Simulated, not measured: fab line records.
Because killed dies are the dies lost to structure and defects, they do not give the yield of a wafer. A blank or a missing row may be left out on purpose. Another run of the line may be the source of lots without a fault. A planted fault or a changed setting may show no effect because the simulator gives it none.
Which of the tools did it? || flow rit cmos || 7 lots with 21 wafers sampled at 2 steps, on a route of 202 steps

## WHAT EACH GAUGE READ, for each wafer
RIT_ACTIVE_THK_MEAS_02.
{"lot": "L641", "measured": "day 1 23:30", "on": "film metro-02", "ACTIVE_OXIDE_THK (nm)": "47.3 47.4 47.2"}
{"lot": "L643", "measured": "day 2 10:11", "on": "film metro-01", "ACTIVE_OXIDE_THK (nm)": "47.7 46.8 46.7"}
{"lot": "L645", "measured": "day 2 19:24", "on": "film metro-02", "ACTIVE_OXIDE_THK (nm)": "46.7 46.5 45.8"}
{"lot": "L647", "measured": "day 3 07:01", "on": "film metro-02", "ACTIVE_OXIDE_THK (nm)": "47.8 46.9 48.1"}
{"lot": "L651", "measured": "day 4 00:16", "on": "film metro-04", "ACTIVE_OXIDE_THK (nm)": "29.2 29.0 28.4"}
{"lot": "L657", "measured": "day 5 06:55", "on": "film metro-01", "ACTIVE_OXIDE_THK (nm)": "46.6 47.7 47.5"}
{"lot": "L662", "measured": "day 6 07:26", "on": "film metro-01", "ACTIVE_OXIDE_THK (nm)": "46.7 47.1 46.1"}

## WHAT TOOL EACH LOT RAN ON (gives the tool, then ch and the chambers of the sampled wafers, and finally the start)
{"lot": "L641", "RIT_ACTIVE_OXIDATION_01": "furnace-04 ch 0, day 1 21:34"}
{"lot": "L643", "RIT_ACTIVE_OXIDATION_01": "furnace-04 ch 0, day 2 08:16"}
{"lot": "L645", "RIT_ACTIVE_OXIDATION_01": "furnace-03 ch 0, day 2 17:28"}
{"lot": "L647", "RIT_ACTIVE_OXIDATION_01": "furnace-01 ch 0, day 3 05:05"}
{"lot": "L651", "RIT_ACTIVE_OXIDATION_01": "furnace-03 ch 0, day 3 22:20"}
{"lot": "L657", "RIT_ACTIVE_OXIDATION_01": "furnace-04 ch 0, day 5 04:57"}
{"lot": "L662", "RIT_ACTIVE_OXIDATION_01": "furnace-01 ch 0, day 6 05:30"}
- RIT_ACTIVE_OXIDATION_01: target thk 46.8 nm, ox time 3360 s.

## THE ANSWER, worked out from the rows above alone
Rule: the lots themselves supply what counts as usual. Put in order of their means at a reading, lots are off if they are a third of the lots or fewer, leave a main group of 4 or more, and stand apart from it by a gap of 3 or more times the standard deviation of the main group's means; of several such gaps the widest counts. A main group whose means are all the same, to the digits that the tables above print for the reading, isn't used. A lot without any number at a reading at which 4 lots or more have one is off too. Where the step has rows for the other lots, those lots are counted as sound.
Off: at RIT_ACTIVE_THK_MEAS_02 (ACTIVE_OXIDE_THK), L651. Mean 47.0 nm and standard deviation 0.43 in the main group.
A tool fits if, at a process step before that reading, it ran every lot that is off, and no sound lot after the first of them. The gauges at RIT_ACTIVE_THK_MEAS_02 are tried like those tools. Can't be told from this: 2 tools fit, furnace-03 at RIT_ACTIVE_OXIDATION_01, film metro-04 at RIT_ACTIVE_THK_MEAS_02.

## WHAT WAS PUT IN BY THE SIMULATOR
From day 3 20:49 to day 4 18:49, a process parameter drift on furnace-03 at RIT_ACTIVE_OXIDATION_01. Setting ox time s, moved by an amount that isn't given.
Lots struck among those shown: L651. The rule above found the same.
